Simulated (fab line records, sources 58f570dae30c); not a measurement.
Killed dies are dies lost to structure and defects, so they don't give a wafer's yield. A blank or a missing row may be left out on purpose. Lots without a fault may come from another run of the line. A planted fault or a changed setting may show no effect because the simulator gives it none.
A struck lot beside a sound one | flow berkeley_cmos170 | 14 steps out of a route of 331
Sound: wafers L246.3, L246.4, L246.5. Struck: wafers L248.2, L248.3, L248.6. The cause comes at the end.
At each step with rows: each side's tool, then ch and its chambers, then its first start. Under that, the readings that differ: sound wafers | struck wafers | difference of the means | sigmas: that difference in standard deviations of wafers without a fault.
alike: readings whose means differ by less than 2 such deviations, and words and numbers that are the same on both sides. not compared: withheld readings, readings that some wafer has no value for, bounds like >300 that may hide the same value, and numbers for which the record gives no deviation and whose values overlap.
The two part at a step that has a row with sigmas, a row that says differs or no value, or rows on one side only. Numbers that don't overlap but have no deviation are shown without sigmas and don't part them. A reading that every wafer of one side lacks parts them only if that side has two wafers or more.

UCB170_M2_STRIP_07: strips in O2.
  sound on plasma_asher-03 ch 0,1, day 10 07:43; struck on plasma_asher-04 ch 0,1, day 11 00:02
  alike: chamber_pressure_mTorr, drypump_motor_current_A, oes_product_au, strip_time_to_endpoint_s
  not compared: rf_hours_counter_h
then, 7 steps without rows for these wafers: UCB170_M2_STRIP_08 (strips KrF in DMSO, time 600 s); UCB170_M2_COAT_09; UCB170_M2_COAT_10 (resist thk 900 nm); UCB170_M2_SOFTBAKE_11 (time 60 s); UCB170_M2_EXPOSE_12 (exposes mask METAL2, target cd 700 nm); UCB170_M2_PEB_13; UCB170_M2_DEVELOP_14 (develop time 45 s).
UCB170_M2_CD_MEAS_15: target cd 700 nm.
  sound on cd_sem-02, day 10 09:11; struck on cd_sem-01, day 11 02:39
  alike: cd_nm
UCB170_M2_OVL_MEAS_16:
  sound on overlay-02, day 10 09:16; struck on overlay-02, day 11 02:45
  alike: M2_OVL
UCB170_M2_ETCH_17: etches BARC in N2/H2.
  sound on rie_diel-01 ch 0,2,3, day 10 09:17; struck on rie_diel-01 ch 1,3, day 11 02:47
  alike: chamber_pressure_mTorr, drypump_motor_current_A, n2_flow_sccm, oes_product_au, throttle_valve_pct
UCB170_M2_METAL_ETCH_18: etches Al in Cl2/BCl3, stops on SiO2, target depth 1170 nm, time 195 s.
  sound on rie_metal-01 ch 0,1, day 10 09:24; struck on rie_metal-02 ch 0,1, day 11 02:50
  alike: chamber_pressure_mTorr, drypump_motor_current_A, mfc_cl2_sccm, oes_product_au, throttle_valve_pct
  not compared: rf_hours_counter_h
UCB170_M2_STRIP_19: strips in O2.
  sound on plasma_asher-04 ch 0,1, day 10 09:33; struck on plasma_asher-04 ch 1, day 11 03:01
  no value came back on the struck wafers for chamber_pressure_mTorr (mTorr), drypump_motor_current_A (A), oes_product_au (a.u.); on the sound wafers chamber_pressure_mTorr (mTorr) reads 3499.2 3504.2 3499.0
  reading                             | sound | struck          | difference | sigmas
  model.KrF_of_M2_COAT_10.thk_nm (nm) | 0 0 0 | 198.4 201.2 187 | +195.5     |
  not compared: rf_hours_counter_h
UCB170_M2_CD_MEAS_90: target cd 700 nm.
  sound on cd_sem-01, day 10 09:40; struck on cd_sem-02, day 11 03:08
  alike: cd_nm

WHERE THEY PART
Only at UCB170_M2_STRIP_19, within this record. Later steps at which nothing parts them and some readings are alike: UCB170_M2_CD_MEAS_90.

WHY: what the simulator had put in
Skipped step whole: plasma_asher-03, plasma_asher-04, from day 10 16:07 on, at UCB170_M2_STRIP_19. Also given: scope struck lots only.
